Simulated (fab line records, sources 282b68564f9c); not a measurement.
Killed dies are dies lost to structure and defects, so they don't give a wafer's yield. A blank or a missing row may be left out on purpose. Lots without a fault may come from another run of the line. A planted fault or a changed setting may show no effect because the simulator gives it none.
Problem report in the 8D (eight disciplines) form, filled by code | flow rit_cmos | the parts of the form that need people (team, actions taken, sign-off) are left out

1. THE PROBLEM
M1_AL_RS at RIT_M1_RS_MEAS_01 reads a mean of 0.0972 ohm/sq on 3 wafers of 2 lots; wafers without a fault read 0.0737 ohm/sq with a standard deviation of 0.00093. That is +25 standard deviations from the usual mean.
The step: measures by four-point-probe.
First seen on wafer L259.1, day 4 17:23, on film_metro-03. The record holds 39 wafers of 13 lots with a number at this step. Rule for "out", or "out of limits": more than 4 standard deviations from the usual mean. The other wafers with a number count as sound.

2. WHAT IT IS AND WHAT IT IS NOT
question                    | is                     | is not
which readings at this step | M1_AL_RS               | -
which lots                  | L259, L261             | L252, L253, L255, L265, L266, L268, L270, L271, L272, L273, L275
which wafers of those lots  | L259.1, L261.1, L261.5 | L259.2, L259.4, L261.2
read on which gauges        | film_metro-03          | film_metro-01, film_metro-02
when                        | from day 4 17:23       | up to then (11 sound wafers); but 25 sound wafers of L261, L265, L266, L268, L270, L271, L272, L273, L275 came after

3. SUSPECTS, AND WHAT RULES EACH OUT
Counting: a tool at a process step up to the reading stays a suspect if it ran every lot that is out. Sound lots after the first of them don't rule it out here, since some wafers of a struck lot are sound.
- the gauge at RIT_M1_RS_MEAS_01: ruled out. All the wafers that are out were read on film_metro-03, but those of them that RIT_M1_METAL_ETCH_12 has rows for are out there too, on other tools.
- pvd_sputter-04 at RIT_M1_SPUTTER_00 (material Al, target thk 400 nm, time 500 s): kept. It ran every lot that is out, first L259 (day 4 17:05); its last sound lot up to then is L255 (day 3 19:46).
Left after counting: pvd_sputter-04 at RIT_M1_SPUTTER_00.

4. THE CAUSE (what the simulator had put in)
Site profile drift: pvd_sputter-04, from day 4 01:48 on, at RIT_M1_SPUTTER_00. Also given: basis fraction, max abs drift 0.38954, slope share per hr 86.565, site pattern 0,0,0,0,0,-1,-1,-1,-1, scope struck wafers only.
Counting left only this tool.

5. THE CHAIN OF EFFECTS, in route order
Each row: a reading whose mean over the struck wafers that have a number lies more than 3 standard deviations from the usual. Only readings for which the record gives a usual standard deviation are gone through. hours: the time from each lot's start at the first step in this table that gives one to its start at this step, as a median over the lots. sigmas: the change in usual standard deviations.
hours | step                 | reading            | usual         | on struck wafers | change  | sigmas
0     | RIT_M1_RS_MEAS_01    | M1_AL_RS           | 0.0737 ohm/sq | 0.0972           | +0.0235 | +25
0     | RIT_M1_THK_MEAS_02   | M1_AL_THK          | 399 nm        | 329              | -70     | -14
2     | RIT_M1_METAL_ETCH_12 | oes_product_au     | 0.770 a.u.    | 0.682            | -0.088  | -8.0
5     | RIT_M1_PROBE_99      | killed_at_M0_to_M3 | 0.0           | 0.3              | +0.3    | +4.0
The process steps in it:
- RIT_M1_METAL_ETCH_12: etches Al in Cl2/BCl3, stops on SiO2, time 165 s, target depth 600 nm.
- RIT_M1_PROBE_99
Later measuring or inspecting steps at which every struck wafer that the step has a row for has a number for every such reading, and none has moved that far: RIT_M1_OVL_MEAS_10.

6. WHAT WOULD HAVE CAUGHT IT SOONER
In this record the first reading out of limits at a measuring or inspecting step was taken at day 4 17:23, 16 hours after the fault began at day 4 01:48.
Of the tool readings at RIT_M1_SPUTTER_00 for which the record gives a usual standard deviation, none was out on any struck wafer, so an alarm limit of 4 standard deviations on them would not have fired.
Of the lots that are out (2), L261 began RIT_M1_SPUTTER_00 on pvd_sputter-04 after day 4 17:23. A hold on the tool at that time would have spared it.
